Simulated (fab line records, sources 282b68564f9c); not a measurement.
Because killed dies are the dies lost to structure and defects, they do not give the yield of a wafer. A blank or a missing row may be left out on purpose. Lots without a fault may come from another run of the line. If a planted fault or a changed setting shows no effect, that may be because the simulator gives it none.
8D (eight disciplines) problem report, filled in by code / flow rit_cmos / the parts of the form that need people (team, actions taken, sign-off) are left out

## 1. PROBLEM STATEMENT
Across 6 wafers from 2 lots, PSD_RS at RIT_SDANNEAL_RS_MEAS_04 averages 128.1 ohm/sq, while fault-free wafers read 115.9 ohm/sq with a standard deviation of 0.36. That puts it +34 standard deviations away from the usual mean.
The step: measures by four-point-probe.
First observed at day 6 15:29: wafer L765.3, on film_metro-01. Wafers with a number at this step in the record: 42, from 14 lots. By rule, "out" or "out of limits" means more than 4 standard deviations away from the usual mean. Any other wafer with a number is counted as sound.

## 2. WHAT IT IS, WHAT IT ISN'T
question=which readings at this step | is=PSD_RS | is not=-
question=which lots | is=L765, L767 | is not=L748, L751, L753, L754, L755, L756, L758, L760, L761, L762, L768, L770
question=which wafers of those lots | is=all that have a number | is not=-
question=read on which gauges | is=film_metro-01, film_metro-02 | is not=film_metro-03
question=when | is=from day 6 15:29 | is not=up to then (30 sound wafers); but 6 sound wafers of L768, L770 came after

## 3. WHAT RULES OUT EACH SUSPECT
Counting: a tool at a process step up to the reading stays a suspect if it ran every lot that is out and no sound lot after the first of them.
- ruled out: the gauge at RIT_SDANNEAL_RS_MEAS_04. Those wafers that are out were read across 2 gauges (film_metro-01, film_metro-02).
- rtp_anneal-01 at RIT_SDANNEAL_RTA_03 (time 5 s): kept. It processed each lot that is out, first L765 at day 6 15:25, and no sound lot thereafter; up to then, the last sound lot it processed was L762 at day 6 00:50.
Remaining after the count: rtp_anneal-01 at RIT_SDANNEAL_RTA_03.

## 4. THE CAUSE (what the simulator had put in)
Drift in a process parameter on rtp_anneal-01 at RIT_SDANNEAL_RTA_03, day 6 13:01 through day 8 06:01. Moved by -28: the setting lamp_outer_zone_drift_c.
Only this tool survived the counting.

## 5. THE EFFECT CHAIN, in route order
Each row: a reading whose mean over the struck wafers that have a number lies more than 3 standard deviations from the usual. Readings are gone through only where the record gives a usual standard deviation; hours: the median, over the lots, of the time from a lot's start at the first step in this table giving one to that lot's start at this step; sigmas: the change measured in usual standard deviations.
hours=0; step=RIT_SDANNEAL_RS_MEAS_04; reading=PSD_RS; usual=115.9 ohm/sq; on struck wafers=128.1; change=+12.2; sigmas=+34
hours=0; step=RIT_SDANNEAL_RS_MEAS_06; reading=PLDD_RS; usual=178.7 ohm/sq; on struck wafers=191.3; change=+12.6; sigmas=+22

## 6. HOW IT WOULD HAVE BEEN CAUGHT EARLIER
The first out-of-limits reading at a measuring or inspecting step in this record came at day 6 15:29, 2 hours after the fault's start at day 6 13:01.
No tool reading at RIT_SDANNEAL_RTA_03 that has a usual standard deviation in the record was out on any struck wafer, so an alarm limit of 4 standard deviations on those readings would not have fired.
Among the 2 lots that are out, L767 began RIT_SDANNEAL_RTA_03 on rtp_anneal-01 after day 6 15:29. It would have been spared by a hold on the tool at that moment.
